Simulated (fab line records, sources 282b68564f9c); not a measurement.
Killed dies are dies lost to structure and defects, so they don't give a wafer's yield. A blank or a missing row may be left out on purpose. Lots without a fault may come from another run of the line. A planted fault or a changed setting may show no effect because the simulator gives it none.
fab line records | flow rit_cmos
record lots=14 wafers=41 last_day=7
route steps=202 shown CONTACT@183 M1@202
lots that met no fault: from a run of the same line without faults
start_h: hours from the record's first day to the start of the lot's first wafer shown | wait_h: hours since the lot's step before | " the same as in the row above | L1.1+2: a row that stands for several wafers | - no value, or no start given | * or withheld: withheld | < > ~ a bound
route shown NAME@n: a module of which the file shows steps, and the number in the route of the first | usual: mean/standard deviation of fault-free wafers | same: alike in all rows | chamber/n: place in a boat | sites: the reading at each site | _std_site: their standard deviation | _edge_site: outer sites' mean less inner sites' | radius_mm: how far each site lies from the wafer's centre | mask NAME#n: copy n | behind: the tool/chamber that last shaped the wafer | hold: why the lot was held/for how many hours/how that ended | device: the transistor (n, p or np) that didn't switch | end of line: the same wafers' tests at the end of the route | a step without rows: its recipe alone | killed: dies lost to structure and defects at the first sort, not the wafer's yield | map: a wafer's dies, x killed, . not, _ none there
set.NAME: the setting as run; set.NAME@STEP: as run at that earlier step | model.NAME: the simulator's own value behind a step, which no gauge read
steps of the route over a sample of lots; a table a step, a row a wafer
## steps
# step RIT_CONTACT_CLEAN_14
# recipe chemistry=SC2 mix=3:3:50 time_s=600 temp_c=75 dry=n2_spin
# usual bath_guard_temp_C=75.2/0.58
# columns lot.wafer tool chamber start_h wait_h bath_guard_temp_C
L265.1 wet_bench-02 0 56.36 0.0 75.7
L265.4 " 0 " " 76.1
L265.6 " 0 " " 75.6
L266.2 wet_bench-01 3 63.12 0.0 74.4
L266.4 " 3 " " 74.4
L266.6 " 3 " " 74.6
L267.1 wet_bench-01 3 69.58 0.0 74.4
L267.3 " 3 " " 74.6
L267.4 " 3 " " 74.6
L269.3 wet_bench-04 0 77.32 0.0 75.7
L269.4 " 0 " " 75.9
L269.6 " 0 " " 75.6
L273.2 wet_bench-04 0 105.97 0.0 75.8
L273.4 " 0 " " 75.7
L275.1 wet_bench-04 0 109.64 0.0 75.7
L275.2 " 0 " " 75.8
L275.4 " 0 " " 75.4
L279.2 wet_bench-01 3 128.35 0.0 74.3
L279.4 " 3 " " 75.0
L279.6 " 3 " " 74.7
L280.1 wet_bench-04 2 129.37 0.0 75.4
L280.2 " 2 " " 75.3
L280.4 " 2 " " 74.9
L281.1 wet_bench-02 0 137.40 0.0 75.6
L281.3 " 0 " " 76.1
L281.4 " 0 " " 75.6
L282.2 wet_bench-01 1 141.87 0.0 75.0
L282.3 " 1 " " 75.2
L282.6 " 1 " " 75.3
L283.1 wet_bench-02 3 144.84 0.0 74.5
L283.3 " 3 " " 74.8
L283.5 " 3 " " 74.3
L285.1 wet_bench-01 2 157.79 0.0 75.7
L285.2 " 2 " " 75.9
L285.4 " 2 " " 75.9
L286.1 wet_bench-02 3 159.86 0.0 74.9
L286.5 " 3 " " 74.7
L286.6 " 3 " " 75.1
L287.2 wet_bench-01 3 164.82 0.0 74.6
L287.3 " 3 " " 74.4
L287.4 " 3 " " 74.3
# step RIT_M1_PROBE_99
# usual killed_at_contacts=0.1/0.34 killed_at_front_end=7.0/2.9 killed_dies=7.2/2.9 killed_on_rim=2.1/1.4 killed_open=3.6/1.9 killed_short=3.5/2.1
# same gross_dies=264 killed_at_M0_to_M3=0 killed_at_M4_up=0 killed_at_back_side=0 killed_at_other=0
# columns lot.wafer tool chamber start_h wait_h hold killed_at_contacts killed_at_front_end killed_dies killed_on_rim killed_open killed_short
L265.1 prober-02 - 60.77 0.1 - 0 4 4 1 2 2
L265.4 prober-02 - 60.92 0.2 - 0 13 13 5 7 6
L265.6 prober-02 - 61.02 0.2 - 0 10 10 5 3 7
L266.2 prober-01 - 67.48 0.1 - 0 8 8 2 4 4
L266.4 prober-01 - 67.58 0.2 - 0 9 9 1 4 5
L266.6 prober-01 - 67.68 0.2 - 0 6 6 1 5 1
L267.1 prober-02 - 73.78 0.1 - 0 9 9 1 6 3
L267.3 prober-02 - 73.88 0.2 - 0 7 7 1 5 2
L267.4 prober-02 - 73.93 0.2 - 0 5 5 1 3 2
L269.3 prober-01 - 81.98 0.2 - 0 6 6 1 4 2
L269.4 prober-01 - 82.03 0.2 - 0 6 6 3 2 4
L269.6 prober-01 - 82.13 0.2 - 0 11 11 5 4 7
L273.2 prober-01 - 110.22 0.1 await_dispo/1.6h/release 11 6 17 10 3 3
L273.4 prober-01 - 110.32 0.2 await_dispo/1.6h/release 11 6 17 11 3 3
L275.1 prober-02 - 113.99 0.1 await_dispo/4.0h/release 10 11 21 9 4 7
L275.2 prober-02 - 114.04 0.1 await_dispo/4.0h/release 14 8 22 13 4 5
L275.4 prober-02 - 114.14 0.2 await_dispo/4.0h/release 10 9 19 10 5 3
L279.2 prober-02 - 132.77 0.1 - 0 4 4 0 1 3
L279.4 prober-02 - 132.87 0.2 - 1 3 4 0 2 2
L279.6 prober-02 - 132.97 0.2 - 0 5 5 2 0 5
L280.1 prober-02 - 134.22 0.1 - 0 7 7 2 3 4
L280.2 prober-02 - 134.27 0.1 - 0 5 5 2 5 0
L280.4 prober-02 - 134.37 0.2 - 0 7 7 3 2 5
L281.1 prober-01 - 141.63 0.1 - 0 13 13 4 7 6
L281.3 prober-01 - 141.73 0.2 - 0 12 12 2 7 5
L281.4 prober-01 - 141.78 0.2 - 0 4 4 2 0 4
L282.2 prober-02 - 146.60 0.1 - 0 7 7 5 1 6
L282.3 prober-02 - 146.65 0.2 - 0 4 4 3 1 3
L282.6 prober-02 - 146.80 0.2 - 0 8 8 2 3 5
L283.1 prober-01 - 149.06 0.1 - 0 7 7 1 5 2
L283.3 prober-01 - 149.16 0.2 - 0 7 7 2 4 3
L283.5 prober-01 - 149.26 0.2 - 0 9 9 1 6 3
L285.1 prober-01 - 162.16 0.1 - 0 8 8 4 6 2
L285.2 prober-01 - 162.21 0.1 - 1 4 5 2 3 2
L285.4 prober-01 - 162.31 0.2 - 0 4 4 1 2 2
L286.1 prober-02 - 164.37 0.1 - 0 1 1 0 0 1
L286.5 prober-02 - 164.57 0.2 - 0 6 6 1 2 4
L286.6 prober-02 - 164.62 0.2 - 1 3 4 0 2 2
L287.2 prober-01 - 169.41 0.1 - 0 2 2 2 2 0
L287.3 prober-01 - 169.46 0.2 - 0 6 6 3 3 2
L287.4 prober-01 - 169.51 0.2 - 0 6 6 3 5 1
# killed by level:class
L265.1 ACTIVE:geometric_particle:short=1 REOX:geometric_particle:short=1 REOX:geometric_particle:open=1 SPACER:geometric_particle:open=1
L265.4 GATE:geometric_particle:short=4 GATE:geometric_particle:open=3 FOX2:geometric_particle:open=2 FOX1:geometric_particle:open=1 FOX1:geometric_particle:short=1 REOX:geometric_particle:open=1 SILICIDE:geometric_particle:short=1
L265.6 GATE:geometric_particle:short=4 REOX:geometric_particle:open=3 FOX1:geometric_particle:short=1 FOX2:geometric_particle:short=1 REOX:geometric_particle:short=1
L266.2 GATE:geometric_particle:open=3 GATE:geometric_particle:short=3 REOX:geometric_particle:open=1 SILICIDE:geometric_particle:short=1
L266.4 REOX:geometric_particle:open=3 FOX1:geometric_particle:short=2 REOX:geometric_particle:short=2 GATE:geometric_particle:short=1 GATE:geometric_particle:open=1
L266.6 FOX1:geometric_particle:open=2 GATE:geometric_particle:open=2 FOX2:geometric_particle:open=1 FOX2:geometric_particle:short=1
L267.1 GATE:geometric_particle:open=3 SILICIDE:geometric_particle:open=2 FOX1:geometric_particle:short=1 FOX2:geometric_particle:open=1 GATE:geometric_particle:short=1 SPACER:geometric_particle:short=1
L267.3 GATE:geometric_particle:open=4 GATE:geometric_particle:short=1 SPACER:geometric_particle:open=1 SILICIDE:geometric_particle:short=1
L267.4 FOX1:geometric_particle:open=2 GATE:geometric_particle:short=2 REOX:geometric_particle:open=1
L269.3 GATE:geometric_particle:open=2 FOX1:geometric_particle:open=1 GATE:geometric_particle:short=1 REOX:geometric_particle:open=1 REOX:geometric_particle:short=1
L269.4 REOX:geometric_particle:short=2 REOX:geometric_particle:open=2 FOX1:geometric_particle:short=1 GATE:geometric_particle:short=1
L269.6 SILICIDE:geometric_particle:short=3 GATE:geometric_particle:short=2 REOX:geometric_particle:open=2 SILICIDE:geometric_particle:open=2 FOX1:geometric_particle:short=1 REOX:geometric_particle:short=1
L273.2 CONTACT:unspecified=11 GATE:geometric_particle:open=3 FOX1:geometric_particle:short=2 SILICIDE:geometric_particle:short=1
L273.4 CONTACT:unspecified=11 SPACER:geometric_particle:open=3 SILICIDE:geometric_particle:short=2 SPACER:geometric_particle:short=1
L275.1 CONTACT:unspecified=10 GATE:geometric_particle:short=3 FOX1:geometric_particle:short=2 GATE:geometric_particle:open=2 FOX1:geometric_particle:open=1 FOX2:geometric_particle:short=1 SPACER:geometric_particle:open=1 SPACER:geometric_particle:short=1
L275.2 CONTACT:unspecified=13 GATE:geometric_particle:short=3 GATE:geometric_particle:open=2 FOX1:geometric_particle:open=1 SPACER:geometric_particle:open=1 SILICIDE:geometric_particle:short=1 CONTACT:geometric_particle:short=1
L275.4 CONTACT:unspecified=10 FOX1:geometric_particle:open=3 FOX2:geometric_particle:open=2 FOX1:geometric_particle:short=1 GATE:geometric_particle:short=1 SILICIDE:geometric_particle:short=1 NWELL:coat_microbubble_printed=1
L279.2 FOX1:geometric_particle:short=1 GATE:geometric_particle:open=1 GATE:geometric_particle:short=1 REOX:geometric_particle:short=1
L279.4 GATE:geometric_particle:short=2 GATE:geometric_particle:open=1 CONTACT:geometric_particle:open=1
L279.6 FOX1:geometric_particle:short=2 GATE:geometric_particle:short=2 SPACER:geometric_particle:short=1
L280.1 GATE:geometric_particle:open=2 GATE:geometric_particle:short=1 REOX:geometric_particle:short=1 REOX:geometric_particle:open=1 SPACER:geometric_particle:short=1 SILICIDE:geometric_particle:short=1
L280.2 GATE:geometric_particle:open=2 SILICIDE:geometric_particle:open=2 SPACER:geometric_particle:open=1
L280.4 GATE:geometric_particle:short=2 SILICIDE:geometric_particle:short=2 FOX1:geometric_particle:short=1 REOX:geometric_particle:open=1 SILICIDE:geometric_particle:open=1
L281.1 FOX2:geometric_particle:open=5 FOX2:geometric_particle:short=2 SILICIDE:geometric_particle:short=2 REOX:geometric_particle:open=1 REOX:geometric_particle:short=1 SPACER:geometric_particle:short=1 SILICIDE:geometric_particle:open=1
L281.3 GATE:geometric_particle:open=3 FOX2:geometric_particle:open=2 FOX2:geometric_particle:short=2 GATE:geometric_particle:short=2 SPACER:geometric_particle:open=2 SILICIDE:geometric_particle:short=1
L281.4 SILICIDE:geometric_particle:short=2 FOX1:geometric_particle:short=1 SPACER:geometric_particle:short=1
L282.2 SPACER:geometric_particle:short=3 REOX:geometric_particle:short=2 SPACER:geometric_particle:open=1 SILICIDE:geometric_particle:short=1
L282.3 FOX2:geometric_particle:short=1 REOX:geometric_particle:short=1 SPACER:geometric_particle:short=1 SILICIDE:geometric_particle:open=1
L282.6 GATE:geometric_particle:short=5 GATE:geometric_particle:open=2 SPACER:geometric_particle:open=1
L283.1 GATE:geometric_particle:open=2 FOX2:geometric_particle:open=1 GATE:geometric_particle:short=1 REOX:geometric_particle:open=1 SPACER:geometric_particle:open=1 SILICIDE:geometric_particle:short=1
L283.3 FOX1:geometric_particle:open=2 SILICIDE:geometric_particle:open=2 FOX2:geometric_particle:short=1 SPACER:geometric_particle:short=1 SILICIDE:geometric_particle:short=1
L283.5 SILICIDE:geometric_particle:open=3 REOX:geometric_particle:open=2 FOX1:geometric_particle:short=1 FOX2:geometric_particle:open=1 REOX:geometric_particle:short=1 SPACER:geometric_particle:short=1
L285.1 FOX2:geometric_particle:open=2 ACTIVE:geometric_particle:open=1 FOX1:geometric_particle:short=1 GATE:geometric_particle:open=1 REOX:geometric_particle:open=1 SILICIDE:geometric_particle:open=1 SILICIDE:geometric_particle:short=1
L285.2 FOX1:geometric_particle:open=1 FOX2:geometric_particle:open=1 GATE:geometric_particle:open=1 REOX:geometric_particle:short=1 CONTACT:geometric_particle:short=1
L285.4 GATE:geometric_particle:short=1 GATE:geometric_particle:open=1 REOX:geometric_particle:short=1 REOX:geometric_particle:open=1
L286.1 GATE:geometric_particle:short=1
L286.5 GATE:geometric_particle:short=2 SILICIDE:geometric_particle:short=1 GATE:geometric_particle:open=1 REOX:geometric_particle:short=1 SPACER:geometric_particle:open=1
L286.6 FOX1:geometric_particle:open=1 REOX:geometric_particle:short=1 SILICIDE:geometric_particle:open=1 CONTACT:geometric_particle:short=1
L287.2 GATE:geometric_particle:open=1 REOX:geometric_particle:open=1
L287.3 FOX1:geometric_particle:short=1 REOX:geometric_particle:open=1 SPACER:geometric_particle:short=1 SPACER:geometric_particle:open=1 SILICIDE:geometric_particle:open=1 NWELL:coat_microbubble_printed=1
L287.4 FOX1:geometric_particle:open=2 GATE:geometric_particle:open=2 FOX1:geometric_particle:short=1 SILICIDE:geometric_particle:open=1
## key
first_sign step=RIT_M1_PROBE_99 reading=killed_at_contacts direction=up sigmas=11 usual=0.1 struck=11.2
effect step=RIT_M1_PROBE_99 reading=killed_dies direction=up sigmas=4.2 usual=7.2 struck=19.2
met_at RIT_CONTACT_CLEAN_14
struck_lots L273,L275
struck_wafers L273.2,L273.4,L275.1,L275.2,L275.4
tester_left_out L273,L275
onset_between 77.32 105.97
fault kind=chamber_particle_source tool=wet_bench-04 chamber=0 onset_h=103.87 steps=RIT_CONTACT_CLEAN_14 rate_per_visit_cm2=1.1021 end_h=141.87
# tester_left_out: of these lots the tester's yield and bins aren't shown, on N5 and GAA mostly nor the transistor test; their killed dies are dies lost to structure and defects alone, not to doping, threshold or leakage, so they don't give the yield
